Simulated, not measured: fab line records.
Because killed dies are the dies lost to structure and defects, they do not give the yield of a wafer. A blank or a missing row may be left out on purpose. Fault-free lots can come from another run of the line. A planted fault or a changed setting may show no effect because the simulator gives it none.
Which tool was responsible? :: flow berkeley cmos170 :: Sampling: 14 lots, 42 wafers, 3 of 331 route steps

## WHAT EACH GAUGE READ, for each wafer
UCB170_NVT_OVL_MEAS_06. Usual: NVT_OVL typically reads -2 nm, with standard deviation 5.4.
lot: L313
measured: day 6 03:34
on: overlay-02
NVT_OVL (nm): -5 -9 -6
flag: 

lot: L316
measured: day 6 21:40
on: overlay-01
NVT_OVL (nm): 9 5 7
flag: 

lot: L317
measured: day 6 21:50
on: overlay-01
NVT_OVL (nm): -1 -1 2
flag: 

lot: L315
measured: day 6 22:15
on: overlay-01
NVT_OVL (nm): -10 -7 0
flag: 

lot: L319
measured: day 7 10:54
on: overlay-02
NVT_OVL (nm): -2 -1 -10
flag: 

lot: L318
measured: day 7 11:15
on: overlay-01
NVT_OVL (nm): 4 0 3
flag: 

lot: L321
measured: day 7 22:25
on: overlay-02
NVT_OVL (nm): -5 -2 -1
flag: 

lot: L322
measured: day 8 11:08
on: overlay-02
NVT_OVL (nm): 2 5 3
flag: 

lot: L325
measured: day 8 15:50
on: overlay-01
NVT_OVL (nm): 2 -7 -5
flag: 

lot: L329
measured: day 9 15:31
on: overlay-01
NVT_OVL (nm): -1 -1 1
flag: 

lot: L330
measured: day 9 21:29
on: overlay-02
NVT_OVL (nm): 2 0 4
flag: 

lot: L331
measured: day 9 22:05
on: overlay-02
NVT_OVL (nm): -3 0 -11
flag: 

lot: L333
measured: day 10 12:38
on: overlay-01
NVT_OVL (nm): -1 -2 -8
flag: 

lot: L336
measured: day 10 23:47
on: overlay-02
NVT_OVL (nm): -7 -10 -11
flag: 

UCB170_PVT_OVL_MEAS_06. Usual: PVT_OVL typically reads 1 nm, with standard deviation 4.8.
lot: L313
measured: day 6 06:54
on: overlay-02
PVT_OVL (nm): -1 7 -1
flag: 

lot: L316
measured: day 6 23:22
on: overlay-02
PVT_OVL (nm): -3 0 -3
flag: 

lot: L317
measured: day 6 23:38
on: overlay-02
PVT_OVL (nm): -4 -1 -1
flag: 

lot: L315
measured: day 7 00:26
on: overlay-02
PVT_OVL (nm): -1 -4 -2
flag: 

lot: L319
measured: day 7 13:09
on: overlay-02
PVT_OVL (nm): 6 4 1
flag: 

lot: L318
measured: day 7 13:29
on: overlay-02
PVT_OVL (nm): 5 9 3
flag: 

lot: L321
measured: day 8 01:40
on: overlay-02
PVT_OVL (nm): 3 4 8
flag: 

lot: L322
measured: day 8 13:17
on: overlay-02
PVT_OVL (nm): 7 3 8
flag: 

lot: L325
measured: day 8 20:06
on: overlay-02
PVT_OVL (nm): -1 -2 -2
flag: 

lot: L329
measured: day 9 18:58
on: overlay-02
PVT_OVL (nm): -7 -4 -6
flag: 

lot: L330
measured: day 9 23:23
on: overlay-02
PVT_OVL (nm): 9 5 8
flag: 

lot: L331
measured: day 10 00:06
on: overlay-01
PVT_OVL (nm): -11 -11 -10
flag: 

lot: L333
measured: day 10 14:35
on: overlay-02
PVT_OVL (nm): -4 -4 4
flag: 

lot: L336
measured: day 11 03:52
on: overlay-02
PVT_OVL (nm): -1 0 2
flag: 

UCB170_PLDD_TW_MEAS_11. Usual: PLDD_TW typically reads 1012, with standard deviation 4.7.
lot: L313
measured: day 7 01:16
on: film metro-03
PLDD_TW: 1013 1014 1011
flag: 

lot: L316
measured: day 7 15:27
on: film metro-02
PLDD_TW: 1010 1014 1010
flag: 

lot: L317
measured: day 7 15:10
on: film metro-03
PLDD_TW: 1015 1010 1015
flag: 

lot: L315
measured: day 7 15:59
on: film metro-01
PLDD_TW: 1007 1008 1007
flag: 

lot: L319
measured: day 8 05:41
on: film metro-01
PLDD_TW: 1011 1010 1011
flag: 

lot: L318
measured: day 8 06:04
on: film metro-01
PLDD_TW: 1011 1011 1009
flag: 

lot: L321
measured: day 8 18:11
on: film metro-02
PLDD_TW: 1011 1008 1015
flag: 

lot: L322
measured: day 9 08:27
on: film metro-02
PLDD_TW: 1018 1016 1019
flag: 

lot: L325
measured: day 9 23:14
on: film metro-02
PLDD_TW: 1018 1014 1010
flag: 

lot: L329
measured: day 10 08:27
on: film metro-01
PLDD_TW: 1012 1013 1012
flag: 

lot: L330
measured: day 10 15:02
on: film metro-01
PLDD_TW: 1005 1011 1004
flag: 

lot: L331
measured: day 10 15:27
on: film metro-01
PLDD_TW: 1009 1013 1014
flag: 

lot: L333
measured: day 11 03:58
on: film metro-01
PLDD_TW: 1014 1011 1012
flag: 

lot: L336
measured: day 11 18:46
on: film metro-01
PLDD_TW: 1016 1012 1013
flag: 

## WHICH TOOL RAN EACH LOT (tool, then ch and the chambers of the sampled wafers, then the start)
Record: no process step prior to these readings.

## AS READ BY THE TOOLS THEMSELVES (means over the sampled wafers that have a number; for cases with no such wafer, the mark the record gives instead)
The record holds no such reading with a usual standard deviation.

## THE ANSWER, worked out from the rows above alone
Rule: a lot is off if the mean of its wafers that have a number lies more than 3 standard deviations from the usual mean. A lot without any number at a reading at which 4 lots or more have one is off too. Any other lot the step has rows for is counted as sound. First the gauges in route order, then the tools' own readings, where a lot's mean is used as printed above. The first step at which some lot is off is used, and at that step the reading that is off furthest; a lot without a number counts as furthest.
Nothing can be told from this: no lot is off at any reading shown.

## WHAT WAS PUT IN BY THE SIMULATOR
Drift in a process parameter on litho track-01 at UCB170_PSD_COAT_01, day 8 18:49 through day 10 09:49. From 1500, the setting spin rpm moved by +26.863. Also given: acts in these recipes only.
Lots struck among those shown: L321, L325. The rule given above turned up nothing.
